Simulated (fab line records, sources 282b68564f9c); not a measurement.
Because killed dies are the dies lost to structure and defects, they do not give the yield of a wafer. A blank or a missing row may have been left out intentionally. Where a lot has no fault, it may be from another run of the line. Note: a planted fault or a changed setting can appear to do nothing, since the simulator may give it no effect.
Shared-tool check | flow rit cmos | Lots sampled 14, wafers sampled 42

== THE REASON FOR OPENING IT ==
2 of 14 lots carry a flag on the reading M1_AL_RS at RIT_M1_RS_MEAS_01. Wafers without a fault read 0.0736 ohm/sq, standard deviation 0.00077.
Rule: flag the lot when none of its wafers has a number, or when each of its wafers that has one lies beyond 4 standard deviations from that mean. The other lots count as sound.

lot  | measured    | on            | M1_AL_RS (ohm/sq), wafer by wafer | flag
L172 | day 3 07:11 | film metro-01 | 0.0729 0.0738 0.0730              |
L173 | day 3 12:53 | film metro-03 | 0.0726 0.0729 0.0732              |
L174 | day 3 16:48 | film metro-01 | 0.0733 0.0730 0.0731              |
L175 | day 3 22:41 | film metro-01 | 0.0741 0.0733 0.0732              |
L176 | day 4 08:30 | film metro-02 | 0.0735 0.0742 0.0741              |
L177 | day 4 10:14 | film metro-03 | 0.0742 0.0741 0.0729              |
L178 | day 4 12:13 | film metro-03 | 0.0733 0.0732 0.0738              |
L179 | day 4 18:47 | film metro-01 | 0.0731 0.0736 0.0733              |
L181 | day 5 07:57 | film metro-03 | 0.0743 0.0730 0.0736              |
L183 | day 5 22:53 | film metro-01 | 0.0450 0.0452 0.0454              | FLAGGED
L184 | day 6 03:47 | film metro-03 | 0.0451 0.0449 0.0449              | FLAGGED
L191 | day 7 11:09 | film metro-01 | 0.0718 0.0727 0.0718              |
L192 | day 7 16:08 | film metro-01 | 0.0740 0.0739 0.0737              |
L195 | day 8 08:37 | film metro-01 | 0.0722 0.0722 0.0724              |
On average the flagged lots' numbers are 0.0451 ohm/sq, which is -0.0285 ohm/sq against the usual, or -37 standard deviations.

== WHICH TOOL EACH LOT WENT THROUGH ==
The record keeps 1 process step preceding the reading, out of 202 steps on the route. Cell contents, in order: the tool; ch with the chambers the sampled wafers went through; the start.
lot  | flag    | RIT_M1_SPUTTER_00
L172 |         | pvd sputter-01, day 3 06:53
L173 |         | pvd sputter-04, day 3 12:34
L174 |         | pvd sputter-03, day 3 16:30
L175 |         | pvd sputter-04, day 3 22:23
L176 |         | pvd sputter-04, day 4 08:12
L177 |         | pvd sputter-01, day 4 09:55
L178 |         | pvd sputter-03, day 4 11:55
L179 |         | pvd sputter-04, day 4 18:30
L181 |         | pvd sputter-04, day 5 07:39
L183 | FLAGGED | pvd sputter-04, day 5 22:35
L184 | FLAGGED | pvd sputter-04, day 6 03:30
L191 |         | pvd sputter-01, day 7 10:49
L192 |         | pvd sputter-03, day 7 15:50
L195 |         | pvd sputter-01, day 8 08:17
What the steps here do:
- RIT_M1_SPUTTER_00: material Al, target thk 400 nm, time 500 s.
- RIT_M1_RS_MEAS_01: measures by four-point-probe.

== FLAGGED OVER TOTAL, TOOL BY TOOL (the gauges that took the reading come last) ==
step              | tool           | lots run | flagged | share of the flagged lots | sound lots run after its first flagged lot
RIT_M1_SPUTTER_00 | pvd sputter-01 | 4        | 0       | none                      | -
RIT_M1_SPUTTER_00 | pvd sputter-03 | 3        | 0       | none                      | -
RIT_M1_SPUTTER_00 | pvd sputter-04 | 7        | 2       | all                       | 0
RIT_M1_RS_MEAS_01 | film metro-01  | 8        | 1       | some                      | 3 (L191,L192,L195)
RIT_M1_RS_MEAS_01 | film metro-02  | 1        | 0       | none                      | -
RIT_M1_RS_MEAS_01 | film metro-03  | 5        | 1       | some                      | 0

== WHAT IS ALLOWED BY THE TABLE ==
1 row of the table ran every flagged lot: pvd sputter-04 at RIT_M1_SPUTTER_00.
- pvd sputter-04 at RIT_M1_SPUTTER_00: 2 of its 7 lots flagged. It ran its last sound lot, L181, at day 5 07:39 and its first flagged lot, L183, at day 5 22:35: a fault with its onset between the two fits.
What remains is a single tool, pvd sputter-04 at RIT_M1_SPUTTER_00.

== WHAT THE SIMULATOR PUT IN ==
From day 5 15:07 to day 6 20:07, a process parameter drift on pvd sputter-04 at RIT_M1_SPUTTER_00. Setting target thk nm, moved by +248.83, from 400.
Shown lots that were struck: L183, L184. This agrees with what the rule above found.
